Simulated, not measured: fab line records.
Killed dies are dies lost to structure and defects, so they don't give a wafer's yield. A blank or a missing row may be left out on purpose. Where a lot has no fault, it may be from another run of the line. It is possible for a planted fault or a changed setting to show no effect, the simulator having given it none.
Lot-split experiment + flow berkeleyCmos170 + route with 331 steps; 5 lots, 23 wafers read

ABOUT THE SPLIT
At UCB170_V1_PEB_10, the setting pebTempC was moved away from the recipe's 130 C on 8 of the 23 wafers read, by -2.8% to +0.8%. All remaining wafers had this setting at the recipe value.

FROM THE SPLIT TO THE READING: what the file shows between them, 4 steps
- UCB170_V1_DEVELOP_11: develop time 45 s
- UCB170_V1_CD_MEAS_12: target cd 700 nm
- UCB170_V1_ETCH_14: etches SiO2 in CHF3/CF4/Ar, stops on Al, target depth 1250 nm, time 291 s
- UCB170_V1_STRIP_15: strips in O2

THE READING
cdNm (nm) at UCB170_V1_CD_MEAS_90, where the cd target is 700 nm. A value of 699.5 nm with a standard deviation of 1.2 nm is what fault-free wafers of this fab line usually give.

| wafer  | tool, chamber at the split | pebTempC as run, C | against the recipe | cdNm, nm | against lot-mates on the recipe |
|--------|----------------------------|--------------------|--------------------|----------|---------------------------------|
| L074.1 | lithoTrack-02, 0           | 130                | recipe             | 699.5    | -                               |
| L074.2 | lithoTrack-02, 0           | 126.4              | -2.8%              | 671.7    | -27.4                           |
| L074.4 | lithoTrack-02, 0           | 130                | recipe             | 698.8    | -                               |
| L074.5 | lithoTrack-02, 0           | 126.4              | -2.8%              | 671.1    | -28.0                           |
| L074.6 | lithoTrack-02, 0           | 126.4              | -2.8%              | 671.3    | -27.9                           |
| L076.1 | lithoTrack-02, 0           | 131                | +0.8%              | 707.3    | +6.2                            |
| L076.2 | lithoTrack-02, 0           | 130                | recipe             | 701.3    | -                               |
| L076.3 | lithoTrack-02, 0           | 130                | recipe             | 700.8    | -                               |
| L076.4 | lithoTrack-02, 0           | 131                | +0.8%              | 705.7    | +4.7                            |
| L076.6 | lithoTrack-02, 0           | 131                | +0.8%              | 707.0    | +6.0                            |
| L077.1 | lithoTrack-04, 0           | 129                | -0.8%              | 692.0    | -7.7                            |
| L077.2 | lithoTrack-04, 0           | 130                | recipe             | 699.1    | -                               |
| L077.3 | lithoTrack-04, 0           | 129                | -0.8%              | 692.9    | -6.8                            |
| L077.4 | lithoTrack-04, 0           | 130                | recipe             | 700.4    | -                               |
| L077.6 | lithoTrack-04, 0           | 130                | recipe             | 699.7    | -                               |
| L079.2 | lithoTrack-01, 0           | 130                | recipe             | 696.8    | -                               |
| L079.3 | lithoTrack-01, 0           | 130                | recipe             | 697.9    | -                               |
| L079.4 | lithoTrack-01, 0           | 130                | recipe             | 697.7    | -                               |
| L079.5 | lithoTrack-01, 0           | 130                | recipe             | 696.8    | -                               |
| L079.6 | lithoTrack-01, 0           | 130                | recipe             | 697.2    | -                               |
| L081.1 | lithoTrack-02, 0           | 130                | recipe             | 700.2    | -                               |
| L081.2 | lithoTrack-02, 0           | 130                | recipe             | 699.8    | -                               |
| L081.6 | lithoTrack-02, 0           | 130                | recipe             | 700.3    | -                               |

FIT RESULTS
A straight line over all 23 wafers: cdNm changes by +9.95 nm for each +1% of pebTempC; r = +0.99; the points scatter about the line by 1.3 nm.
The same after taking each lot's own level away (the mean of its wafers on the recipe; 23 wafers): +9.72 nm for each +1%; r = +1.00; scatter 0.83 nm.
According to that fit, moving pebTempC by its largest amount changes the reading by 27 nm.
Across the lots, their own levels run from 697.28 to 701.05 nm, a range of 3.1 times the standard deviation given above.
So the lot-to-lot level changes the slope little: the two slopes agree.
Check: with one of the wafers moved furthest among these (-2.8%) left out of the fit, the line predicts -27.2 nm for it against its lot-mates. Against them it came out at -27.4 nm.

THE WHOLE CHAIN: every reading that the file lists as answering this split, in the file's order
| step                 | what it does                                                              | reading                                                  | change (the file's fit)              | r (the file's) |
|----------------------|---------------------------------------------------------------------------|----------------------------------------------------------|--------------------------------------|----------------|
| UCB170_V1_CD_MEAS_12 | target cd 700 nm                                                          | cdNm                                                     | +9.87 nm for each +1% of the setting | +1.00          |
| UCB170_V1_ETCH_14    | etches SiO2 in CHF3/CF4/Ar, stops on Al, target depth 1250 nm, time 291 s | V1.cdNm (the simulator's own value, which no gauge read) | +9.77 nm for each +1% of the setting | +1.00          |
| UCB170_V1_CD_MEAS_90 | target cd 700 nm                                                          | cdNm                                                     | +9.81 nm for each +1% of the setting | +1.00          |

FILE'S OWN FIT
cdNm changes by +9.81 nm for each +1% of pebTempC, r = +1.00.
